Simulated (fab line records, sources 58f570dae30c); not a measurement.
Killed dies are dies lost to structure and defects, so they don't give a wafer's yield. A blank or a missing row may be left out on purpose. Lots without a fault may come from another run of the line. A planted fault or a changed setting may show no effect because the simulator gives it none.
Problem report in the 8D (eight disciplines) form, filled by code | flow berkeley_cmos170 | the parts of the form that need people (team, actions taken, sign-off) are left out

1. THE PROBLEM
PWELL_NITRIDE_THK at UCB170_PWELL_THK_MEAS_06 reads a mean of 122.0 nm on 6 wafers of 2 lots; wafers without a fault read 221.1 nm with a standard deviation of 2.1. That is -47 standard deviations from the usual mean.
First seen on wafer L917.1, day 5 02:35, on film_metro-04. The record holds 42 wafers of 14 lots with a number at this step. Rule for "out", or "out of limits": more than 4 standard deviations from the usual mean. The other wafers with a number count as sound.

2. WHAT IT IS AND WHAT IT IS NOT
question                    | is                           | is not
which readings at this step | PWELL_NITRIDE_THK            | -
which lots                  | L917, L918                   | L909, L910, L911, L912, L913, L914, L915, L924, L925, L927, L928, L932
which wafers of those lots  | all that have a number       | -
read on which gauges        | film_metro-03, film_metro-04 | film_metro-02
when                        | from day 5 02:35             | up to then (21 sound wafers); but 15 sound wafers of L924, L925, L927, L928, L932 came after

3. SUSPECTS, AND WHAT RULES EACH OUT
Counting: a tool at a process step up to the reading stays a suspect if it ran every lot that is out and no sound lot after the first of them.
- the gauge at UCB170_PWELL_THK_MEAS_06: ruled out. The wafers that are out were read on 2 gauges (film_metro-03, film_metro-04).
- lpcvd-02 at UCB170_PWELL_CVD_05 (deposits Si3N4 from SiH2Cl2/NH3, target thk 220 nm, time 3300 s): kept. It ran every lot that is out, first L917 (day 5 00:40), and no sound lot after that; its last sound lot up to then is L914 (day 4 12:07).
Left after counting: lpcvd-02 at UCB170_PWELL_CVD_05.

4. THE CAUSE (what the simulator had put in)
Process parameter drift: lpcvd-02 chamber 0, from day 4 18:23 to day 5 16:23, at UCB170_PWELL_CVD_05. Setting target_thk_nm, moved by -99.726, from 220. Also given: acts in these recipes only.
Counting left only this tool.

5. THE CHAIN OF EFFECTS, in route order
Each row: a reading whose mean over the struck wafers that have a number lies more than 3 standard deviations from the usual. Only readings for which the record gives a usual standard deviation are gone through. hours: the time from each lot's start at the first step in this table that gives one to its start at this step, as a median over the lots. sigmas: the change in usual standard deviations.
hours | step                     | reading           | usual      | on struck wafers | change | sigmas
0     | UCB170_PWELL_THK_MEAS_06 | PWELL_NITRIDE_THK | 221.1 nm   | 122.0            | -99.1  | -47
2     | UCB170_PWELL_ETCH_14     | oes_product_au    | 0.943 a.u. | 0.687            | -0.256 | -20
The process steps in it:
- UCB170_PWELL_ETCH_14: etches Si3N4 in CH3F/Ar/O2, stops on SiO2, target depth 242 nm, time 151 s.
Later measuring or inspecting steps at which every struck wafer that the step has a row for has a number for every such reading, and none has moved that far: UCB170_PFIELD_OVL_MEAS_06.

6. WHAT WOULD HAVE CAUGHT IT SOONER
In this record the first reading out of limits at a measuring or inspecting step was taken at day 5 02:35, 8 hours after the fault began at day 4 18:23.
Of the tool readings at UCB170_PWELL_CVD_05 for which the record gives a usual standard deviation, none was out on any struck wafer, so an alarm limit of 4 standard deviations on them would not have fired.
All the lots that are out (2) had begun UCB170_PWELL_CVD_05 on lpcvd-02 by day 5 02:35. A hold on the tool at that time would have spared none of them.
